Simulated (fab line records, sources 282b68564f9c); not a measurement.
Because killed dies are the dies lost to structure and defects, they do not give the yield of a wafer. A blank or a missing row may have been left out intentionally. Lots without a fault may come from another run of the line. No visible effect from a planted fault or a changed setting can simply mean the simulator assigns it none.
Lot-split experiment | flow ritCmos | 23 wafers read across 5 lots, on a route 202 steps long

THE SPLIT ITSELF
At RIT_FOX2_OXIDATION_00 (target thk 350.7 nm, ox time 1130 s), the setting tempC was moved away from the recipe's 1100 C on 15 of the 23 wafers read, by -1.0% to +1.8%. This setting was run at the recipe's value on the other wafers.

FROM THE SPLIT TO THE READING: what the file shows between them, 12 steps
- RIT_FOX2_THK_MEAS_01
- RIT_FOX2_CLEAN_02: cleans in dHF, time 180 s
- RIT_FOX2_WET_ETCH_03: etches Si3N4 in H3PO4, target depth 195 nm, time 2700 s
- RIT_FOX2_THK_MEAS_90
- RIT_PRETRO_SOFTBAKE_02: time 60 s (also split here: tempC)
- RIT_PRETRO_EXPOSE_03: exposes mask M5, target cd 43700 nm
- RIT_PRETRO_PEB_04
- RIT_PRETRO_DEVELOP_05: develop time 68 s
- RIT_PRETRO_IMPLANT_08 (also split here: tiltDeg)
- RIT_PRETRO_STRIP_09: strips in O2, time 180 s
- RIT_GATE_CLEAN_03: cleans in SC2, time 600 s
- RIT_GATE_CLEAN_04: cleans in dHF, time 60 s

THE READING
FIELD_OXIDE_LEFT_2_THK in nanometres, read at RIT_FOX2_THK_MEAS_91. On this fab line, fault-free wafers typically give 261 nm with a standard deviation of 5.6 nm.

wafer  | tool, chamber at the split | tempC as run, C | against the recipe | FIELD_OXIDE_LEFT_2_THK, nm | against lot-mates on the recipe
L074.1 | -, -                       | 1089            | -1.0%              | 238                        | no lot-mate on the recipe
L074.2 | -, -                       | 1089            | -1.0%              | 243                        | no lot-mate on the recipe
L074.3 | -, -                       | 1089            | -1.0%              | 236                        | no lot-mate on the recipe
L074.4 | -, -                       | 1089            | -1.0%              | 240                        | no lot-mate on the recipe
L074.6 | -, -                       | 1089            | -1.0%              | 241                        | no lot-mate on the recipe
L078.1 | -, -                       | 1100            | recipe             | 266                        | -
L078.2 | -, -                       | 1100            | recipe             | 270                        | -
L078.3 | -, -                       | 1100            | recipe             | 267                        | -
L078.5 | -, -                       | 1100            | recipe             | 266                        | -
L078.6 | -, -                       | 1100            | recipe             | 270                        | -
L079.1 | furnace-01, 0              | 1100            | recipe             | 265                        | -
L079.4 | furnace-01, 0              | 1100            | recipe             | 259                        | -
L079.6 | furnace-01, 0              | 1100            | recipe             | 262                        | -
L082.1 | -, -                       | 1120            | +1.8%              | 292                        | no lot-mate on the recipe
L082.2 | -, -                       | 1120            | +1.8%              | 286                        | no lot-mate on the recipe
L082.3 | -, -                       | 1120            | +1.8%              | 287                        | no lot-mate on the recipe
L082.4 | -, -                       | 1120            | +1.8%              | 290                        | no lot-mate on the recipe
L082.6 | -, -                       | 1120            | +1.8%              | 289                        | no lot-mate on the recipe
L084.1 | -, -                       | 1112            | +1.1%              | 273                        | no lot-mate on the recipe
L084.2 | -, -                       | 1112            | +1.1%              | 278                        | no lot-mate on the recipe
L084.4 | -, -                       | 1112            | +1.1%              | 269                        | no lot-mate on the recipe
L084.5 | -, -                       | 1112            | +1.1%              | 277                        | no lot-mate on the recipe
L084.6 | -, -                       | 1112            | +1.1%              | 277                        | no lot-mate on the recipe

FIT RESULTS
A straight line over all 23 wafers: FIELD_OXIDE_LEFT_2_THK changes by +16.1 nm for each +1% of tempC; r = +0.95; the points scatter about the line by 5.3 nm.
Too few moved wafers have a lot-mate on the recipe to fit a line with each lot's own level taken away.

THE WHOLE CHAIN: every reading that the file lists as answering this split, in the file's order
step                  | what it does                        | reading                                                                          | change (the file's fit)              | r (the file's)
RIT_FOX2_OXIDATION_00 | target thk 350.7 nm, ox time 1130 s | SiO2_of_FOX2_OXIDATION_00.thkNm (the simulator's own value, which no gauge read) | +15.6 nm for each +1% of the setting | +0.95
RIT_FOX2_THK_MEAS_01  |                                     | FOX2_OXIDE_THK                                                                   | +15.5 for each +1% of the setting    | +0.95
RIT_FOX2_THK_MEAS_90  |                                     | FIELD_OXIDE_LEFT_1_THK                                                           | +15.6 for each +1% of the setting    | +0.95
RIT_FOX2_THK_MEAS_91  |                                     | FIELD_OXIDE_LEFT_2_THK                                                           | +16.1 for each +1% of the setting    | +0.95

FILE'S OWN FIT
FIELD_OXIDE_LEFT_2_THK changes by +16.1 nm for each +1% of tempC, r = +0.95.
